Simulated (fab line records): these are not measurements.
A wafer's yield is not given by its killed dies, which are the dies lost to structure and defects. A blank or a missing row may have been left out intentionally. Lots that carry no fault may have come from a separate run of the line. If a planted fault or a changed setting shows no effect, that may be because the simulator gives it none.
Which tool did it? | flow rit-cmos | 14 lots, 42 wafers sampled, at 1 step of a route of 202

## WHAT THE GAUGES READ, wafer by wafer
The record lacks any reading of a measuring or inspecting step that a usual standard deviation could be used to judge.

## EACH LOT AND THE TOOL THAT RAN IT (in order: tool; ch and the chambers of the sampled wafers; start)
lot  | RIT_WELLDRIVE_ANNEAL_00
L728 | furnace-03 ch 0, day 1 23:56
L729 | furnace-01 ch 0, day 2 07:55
L736 | furnace-04, day 3 14:45
L737 | furnace-03, day 4 00:48
L742 | furnace-01 ch 0, day 4 21:56
L743 | furnace-04 ch 0, day 5 04:16
L744 | furnace-04 ch 0, day 5 09:21
L745 | furnace-03 ch 0, day 5 13:25
L746 | furnace-01 ch 0, day 5 17:10
L747 | furnace-01 ch 0, day 5 22:16
L748 | furnace-03 ch 0, day 6 02:42
L749 | furnace-01 ch 0, day 6 09:41
L750 | furnace-01 ch 0, day 6 14:46
L751 | furnace-01 ch 0, day 6 19:51
- RIT_WELLDRIVE_ANNEAL_00: time 14700 s.

## WHAT THE TOOLS THEMSELVES READ (means of the sampled wafers that have a number; where no wafer has one, the mark that the record gives instead)
RIT_WELLDRIVE_ANNEAL_00. Usual: run-length-s 18264 s, standard deviation 9.9; spike-tc-centre-C 1102.1 C, standard deviation 1.3; zone-power-source-pct 44 %, standard deviation 3.3.
lot  | tool       | run-length-s (s) | spike-tc-centre-C (C) | zone-power-source-pct (%) | flag
L728 | furnace-03 | 18260            | 1102.9                | 43                        |
L729 | furnace-01 | 18264            | 1101.0                | 41                        |
L736 | furnace-04 | -                | -                     | -                         | OFF
L737 | furnace-03 | -                | -                     | -                         | OFF
L742 | furnace-01 | 18283            | 1100.9                | 41                        |
L743 | furnace-04 | 18264            | 1102.5                | 48                        |
L744 | furnace-04 | 18261            | 1102.5                | 49                        |
L745 | furnace-03 | 18248            | 1101.3                | 44                        |
L746 | furnace-01 | 18271            | 1101.1                | 41                        |
L747 | furnace-01 | 18271            | 1100.5                | 41                        |
L748 | furnace-03 | 18261            | 1101.5                | 43                        |
L749 | furnace-01 | 18268            | 1100.9                | 41                        |
L750 | furnace-01 | 18273            | 1101.2                | 41                        |
L751 | furnace-01 | 18273            | 1101.0                | 41                        |

## THE ANSWER, worked out from the rows above alone
Rule: a lot counts as off when the mean over its wafers that have a number is more than 3 standard deviations away from the usual mean. A lot without any number at a reading at which 4 lots or more have one is off too. Where the step has rows for the other lots, those lots are counted as sound. The gauges are gone through in route order, then the tools' own readings, and for those a lot's mean is taken as printed above. At the first step where some lot is off, the reading lying furthest off is the one used; lots without a number count as furthest.
Off: L736, L737 (RIT_WELLDRIVE_ANNEAL_00, run-length-s). Without a number there: L736, L737.
If a tool, at that step or one of the process steps before it, ran each lot that is off and ran no sound lot following the first of them, it fits. Not one of the candidates tried fits.

## WHAT HAD BEEN PUT IN BY THE SIMULATOR
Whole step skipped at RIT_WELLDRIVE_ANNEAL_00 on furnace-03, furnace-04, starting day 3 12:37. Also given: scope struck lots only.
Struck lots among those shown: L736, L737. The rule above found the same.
